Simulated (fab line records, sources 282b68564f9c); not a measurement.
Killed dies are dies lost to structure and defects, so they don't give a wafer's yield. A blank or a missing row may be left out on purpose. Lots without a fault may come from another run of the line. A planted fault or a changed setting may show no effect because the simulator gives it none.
fab line records | flow rit_cmos | part 2 of 2: steps 34 to 44 of 44
record lots=5 wafers=15 last_day=6
route steps=202 shown GATE@89 REOX@98 NLDD@103 PLDD@114 SPACER@125 NSD@131
lots that met no fault: from a run of the same line without faults
start_h: hours from the record's first day to the start of the lot's first wafer shown | wait_h: hours since the lot's step before | " the same as in the row above | L1.1+2: a row that stands for several wafers | - no value, or no start given | * or withheld: withheld | < > ~ a bound
route shown NAME@n: a module of which the file shows steps, and the number in the route of the first | usual: mean/standard deviation of fault-free wafers | same: alike in all rows | chamber/n: place in a boat | sites: the reading at each site | _std_site: their standard deviation | _edge_site: outer sites' mean less inner sites' | radius_mm: how far each site lies from the wafer's centre | mask NAME#n: copy n | behind: the tool/chamber that last shaped the wafer | hold: why the lot was held/for how many hours/how that ended | device: the transistor (n, p or np) that didn't switch | end of line: the same wafers' tests at the end of the route | a step without rows: its recipe alone | killed: dies lost to structure and defects at the first sort, not the wafer's yield | map: a wafer's dies, x killed, . not, _ none there
set.NAME: the setting as run; set.NAME@STEP: as run at that earlier step | model.NAME: the simulator's own value behind a step, which no gauge read
lots at some steps of the route; a table a step, a row a wafer
services: from which hour (start_h, from the record's first day; less than 0 if before it) a tool's chamber was out of use, for how many hours, and why
## steps
# step RIT_PLDD_IMPLANT_08
# recipe species=BF2 energy_kev=20 dose_cm2=9e+14 tilt_deg=7.148
# usual dose_ions_cm2=9.001e+14/1.1e+12
# columns lot.wafer tool chamber start_h wait_h dose_ions_cm2
L079.1 implanter-01 0 70.32 0.1 8.982e+14
L079.3 " 0 " " 8.995e+14
L079.4 " 0 " " 9.01e+14
L080.2 implanter-02 0 73.77 0.1 9.007e+14
L080.4 " 0 " " 9.013e+14
L080.6 " 0 " " 9.037e+14
L084.1 implanter-01 0 98.16 0.1 9.025e+14
L084.3 " 0 " " 9.017e+14
L084.6 " 0 " " 9.002e+14
L086.2 implanter-01 0 103.74 0.1 8.996e+14
L086.4 " 0 " " 8.992e+14
L086.6 " 0 " " 8.985e+14
L090.1 implanter-04 0 123.86 0.1 8.992e+14
L090.4 " 0 " " 8.998e+14
L090.5 " 0 " " 8.995e+14
# step RIT_PLDD_STRIP_09
# recipe chemistry=O2 time_s=180 resist=NOVOLAK platen_temp_c=withheld power_w=500 pressure_mtorr=4000 o2_flow_sccm=4000
# usual drypump_motor_current_A=5.8/0.33 rf_refl_power_W=7.5/0.92
# columns lot.wafer tool chamber start_h wait_h drypump_motor_current_A rf_hours_counter_h rf_refl_power_W
L079.1 plasma_asher-01 1 70.47 0.1 6.1 41 9.1
L079.3 " 1 " " 6.1 - 9.1
L079.4 " 0 " " 5.4 - 7.1
L080.2 plasma_asher-01 1 73.90 0.1 6.1 42 9.1
L080.4 " 1 " " 6.1 - 9.2
L080.6 " 1 " " 6.1 - 9.1
L084.1 plasma_asher-01 0 98.31 0.1 5.4 43 7.2
L084.3 " 0 " " 5.4 - 7.0
L084.6 " 1 " " 6.1 - 9.2
L086.2 plasma_asher-01 1 103.86 0.1 6.1 43 9.1
L086.4 " 0 " " 5.4 - 7.4
L086.6 " 1 " " 6.1 - 9.1
L090.1 plasma_asher-02 1 124.01 0.1 5.3 33 6.1
L090.4 " 0 " " 6.0 - 7.1
L090.5 " 0 " " 6.0 - 6.9
# step RIT_PLDD_TW_MEAS_10
# usual PLDD_TW=2365/11
# columns lot.wafer tool chamber start_h wait_h PLDD_TW
L079.1 film_metro-03 - 70.65 0.1 2360
L079.3 " - " " 2359
L079.4 " - " " 2354
L080.2 film_metro-02 - 74.08 0.1 2373
L080.4 " - " " 2366
L080.6 " - " " 2362
L084.1 film_metro-02 - 98.49 0.1 2379
L084.3 " - " " 2369
L084.6 " - " " 2358
L086.2 film_metro-03 - 104.05 0.1 2352
L086.4 " - " " 2359
L086.6 " - " " 2356
L090.1 film_metro-02 - 124.18 0.1 2382
L090.4 " - " " 2373
L090.5 " - " " 2374
# step RIT_SPACER_CLEAN_00
# recipe chemistry=SC1 mix=3:3:50 time_s=600 temp_c=75
# columns lot.wafer tool chamber start_h wait_h
L079.1+3+4 wet_bench-01 1 70.71 0.1
L080.2+4+6 wet_bench-04 0 74.13 0.0
L084.1+3+6 wet_bench-04 3 98.55 0.1
L086.2+4+6 wet_bench-04 1 104.10 0.0
L090.1+4+5 wet_bench-03 1 124.24 0.1
# step RIT_SPACER_CLEAN_01
# recipe chemistry=dHF dilution=50:1 time_s=30
# columns lot.wafer tool chamber start_h wait_h
L079.1+3+4 wet_bench-03 1 70.88 0.0
L080.2+4+6 wet_bench-01 3 74.32 0.0
L084.1+3+6 wet_bench-03 1 98.72 0.0
L086.2+4+6 wet_bench-03 1 104.27 0.0
L090.1+4+5 wet_bench-04 1 124.42 0.0
# step RIT_SPACER_CLEAN_02
# recipe chemistry=SC2 mix=3:3:50 time_s=600 temp_c=75 dry=n2_spin
# columns lot.wafer tool chamber start_h wait_h
L079.1+3+4 wet_bench-04 2 70.90 0.0
L080.2+4+6 wet_bench-04 0 74.34 0.0
L084.1+3+6 wet_bench-01 3 98.74 0.0
L086.2+4+6 wet_bench-04 0 104.29 0.0
L090.1+4+5 wet_bench-01 1 124.43 0.0
# step RIT_SPACER_CVD_03
# recipe material=Si3N4 target_thk_nm=250 temp_c=810 precursor=SiH2Cl2/NH3 time_s=3300 pressure_mtorr=300 sih2cl2_flow_sccm=60 nh3_flow_sccm=150
# usual spike_tc_centre_C=811.4/1.3
# columns lot.wafer tool chamber start_h wait_h spike_tc_centre_C
L079.1 lpcvd-02 1 71.08 0.0 815.5
L079.3 " 1 " " 812.9
L079.4 " 1 " " 813.6
L080.2 lpcvd-01 1 74.53 0.0 812.6
L080.4 " 1 " " 811.5
L080.6 " 1 " " 809.8
L084.1 lpcvd-02 0 98.91 0.0 813.3
L084.3 " 0 " " 810.5
L084.6 " 0 " " 811.1
L086.2 lpcvd-01 0 104.46 0.0 810.2
L086.4 " 0 " " 810.7
L086.6 " 0 " " 809.7
L090.1 lpcvd-01 1 124.64 0.0 810.4
L090.4 " 1 " " 811.0
L090.5 " 1 " " 810.6
# step RIT_SPACER_THK_MEAS_04
# recipe reads=Si3N4_of_SPACER_CVD_03
# usual SPACER_NITRIDE_THK=250.5/2.1
# columns lot.wafer tool chamber start_h wait_h SPACER_NITRIDE_THK[nm]
L079.1 film_metro-04 - 72.99 0.0 248.4
L079.3 " - " " 251.3
L079.4 " - " " 251.2
L080.2 film_metro-04 - 76.46 0.0 250.8
L080.4 " - " " 252.1
L080.6 " - " " 250.1
L084.1 film_metro-02 - 100.83 0.0 247.2
L084.3 " - " " 249.5
L084.6 " - " " 247.8
L086.2 film_metro-02 - 106.39 0.0 251.3
L086.4 " - " " 253.0
L086.6 " - " " 251.7
L090.1 film_metro-01 - 126.56 0.0 252.4
L090.4 " - " " 250.4
L090.5 " - " " 252.3
# step RIT_SPACER_ETCHBACK_05
# recipe target_depth_a=2500 SF6_flow_sccm=30 CHF3_flow_sccm=30 target=Si3N4 chemistry=SF6/CHF3 pressure_mtorr=40 rf_w=250 time_s=240 stop_on=SiO2
# usual drypump_motor_current_A=5.8/0.5 oes_product_au=0.845/0.015 rf_fwd_power_W=249.2/0.89 throttle_valve_pct=10.30/0.13
# columns lot.wafer tool chamber start_h wait_h drypump_motor_current_A oes_product_au rf_fwd_power_W rf_hours_counter_h throttle_valve_pct
L079.1 rie_diel-01 1 73.05 0.1 5.2 0.846 250.3 82 10.39
L079.3 " 2 " " 6.7 0.831 249.3 29 10.17
L079.4 " 0 " " 5.5 0.859 250.2 140 10.54
L080.2 rie_diel-01 2 76.51 0.0 6.7 0.835 249.5 29 10.18
L080.4 " 3 " " 5.8 0.866 249.7 21 10.41
L080.6 " 0 " " 5.5 0.864 249.5 - 10.52
L084.1 rie_diel-04 3 100.89 0.1 6.3 0.857 248.8 59 10.24
L084.3 " 0 " " 5.7 0.844 249.8 75 10.27
L084.6 " 0 " " 5.7 0.848 249.8 - 10.27
L086.2 rie_diel-03 3 106.44 0.0 5.7 0.838 248.4 149 10.24
L086.4 " 3 " " 5.7 0.840 248.7 - 10.25
L086.6 " 1 " " 5.2 0.848 247.9 - 10.14
L090.1 rie_diel-01 1 126.62 0.1 5.1 0.861 249.0 83 10.39
L090.4 " 3 " " 5.8 0.863 250.0 22 10.40
L090.5 " 0 " " 5.5 0.856 247.9 - 10.56
# step RIT_NSD_HMDS_00
# recipe prime_time_s=60 prime_temp_c=140
# columns lot.wafer tool chamber start_h wait_h
L079.1+3+4 litho_track-03 0 73.20 0.1
L080.2+4+6 litho_track-01 0 76.68 0.1
L084.1+3+6 litho_track-01 0 101.10 0.1
L086.2+4+6 litho_track-03 0 106.62 0.1
L090.1+4+5 litho_track-01 0 126.77 0.1
# step RIT_NSD_COAT_01
# recipe resist=NOVOLAK spin_rpm=3250 resist_thk_nm=1000
# columns lot.wafer tool chamber start_h wait_h
L079.1+3+4 litho_track-03 0 73.35 0.1
L080.2+4+6 litho_track-01 0 76.83 0.1
L084.1+3+6 litho_track-01 0 101.25 0.1
L086.2+4+6 litho_track-03 0 106.77 0.1
L090.1+4+5 litho_track-01 0 126.92 0.1
## services
# columns tool chamber start_h hours kind
iline_stepper-01 - 41.32 - consumable_replace:lamp
furnace-04 - 42.24 1.9 pm
iline_stepper-02 0 49.84 - calibration
furnace-02 - 52.84 3.1 pm
rie_si-01 0 52.91 15.0 repair
implanter-01 - 60.20 2.7 pm
rie_diel-04 - 61.42 0.1 repair
plasma_asher-01 - 74.94 15.6 pm
rie_si-01 - 84.60 14.6 pm
rie_diel-03 2 92.13 9.0 repair
iline_stepper-01 - 94.29 4.7 repair
implanter-04 - 94.89 1.3 repair
iline_stepper-02 - 101.10 - consumable_replace:lamp
rie_diel-03 0 102.71 4.3 repair
plasma_asher-01 - 106.05 2.8 repair
rie_diel-04 - 107.91 2.8 pm
plasma_asher-04 - 108.81 9.0 pm
wet_bench-01 - 113.48 4.4 repair
plasma_asher-02 - 116.39 3.3 repair
implanter-04 - 117.44 5.2 pm
iline_stepper-02 - 119.09 6.5 repair
implanter-02 - 119.42 4.1 repair
rie_si-02 3 124.00 - clean
furnace-01 - 125.27 29.1 pm
